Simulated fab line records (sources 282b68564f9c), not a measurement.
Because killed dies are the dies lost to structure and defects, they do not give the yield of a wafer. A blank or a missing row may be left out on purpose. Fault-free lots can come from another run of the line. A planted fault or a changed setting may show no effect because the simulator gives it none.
8D (eight disciplines) problem report, filled in by code :: flow ritCmos :: the parts of the form that need people (team, actions taken, sign-off) are left out

== 1. WHAT WENT WRONG ==
tiltDeg at RIT_NWELL_IMPLANT_08 reads a mean of 6.597 degrees on 6 wafers of 2 lots; wafers without a fault read 6.998 degrees with a standard deviation of 0.02. That puts it -20 standard deviations away from the usual mean.
The first sign was on wafer L537.1 at day 3 23:02, on implanter-02. The record holds 33 wafers of 11 lots with a number at this step. Rule for "out" (also "out of limits"): further than 4 standard deviations from the usual mean. The other wafers with a number count as sound.

== 2. WHAT THIS IS AND IS NOT ==
question: which readings at this step
is: tiltDeg
is not: -

question: which lots
is: L537, L539
is not: L527, L528, L529, L531, L541, L542, L546, L547, L550

question: which wafers of those lots
is: all that have a number
is not: -

question: read on which tools
is: implanter-02
is not: implanter-01, implanter-04

question: when
is: from day 3 23:02
is not: up to then (12 sound wafers); but 15 sound wafers of L541, L542, L546, L547, L550 came after

== 3. WHAT RULES OUT EACH SUSPECT ==
Counting: a tool stays on the suspect list if, at a process step up to the reading, it processed all lots that are out and no sound lot following the first of them.
- implanter-02 at RIT_NWELL_IMPLANT_08: kept. It ran every lot that is out, first L537 (day 3 23:02), and no sound lot after that; its last sound lot up to then is L531 (day 2 17:37). Its own tiltDeg readings are out on those wafers.
Remaining after the count: implanter-02 at RIT_NWELL_IMPLANT_08.

== 4. THE CAUSE (what the simulator had put in) ==
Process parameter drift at RIT_NWELL_IMPLANT_08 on implanter-02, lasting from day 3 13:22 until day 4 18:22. Setting tiltDeg, moved by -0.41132, from 7. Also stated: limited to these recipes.
This tool alone remained once counting was done.

== 5. THE EFFECT CHAIN, in route order ==
Rows list readings where the struck wafers' mean (over those with a number) sits beyond 3 standard deviations from the usual. Scope: only readings with a usual standard deviation given in the record; hours: median across lots of the time from each lot's start at the first step in this table that gives one to its start at this step; sigmas: change in usual standard deviations.
hours: 0
step: RIT_NWELL_IMPLANT_08
reading: tiltDeg
usual: 6.998 degrees
on struck wafers: 6.597
change: -0.401
sigmas: -20
Here are the process steps it includes:
- RIT_NWELL_IMPLANT_08

== 6. HOW IT WOULD HAVE BEEN CAUGHT EARLIER ==
First out-of-limits reading in this record: day 3 23:02, which is 10 hours after fault onset at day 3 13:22.
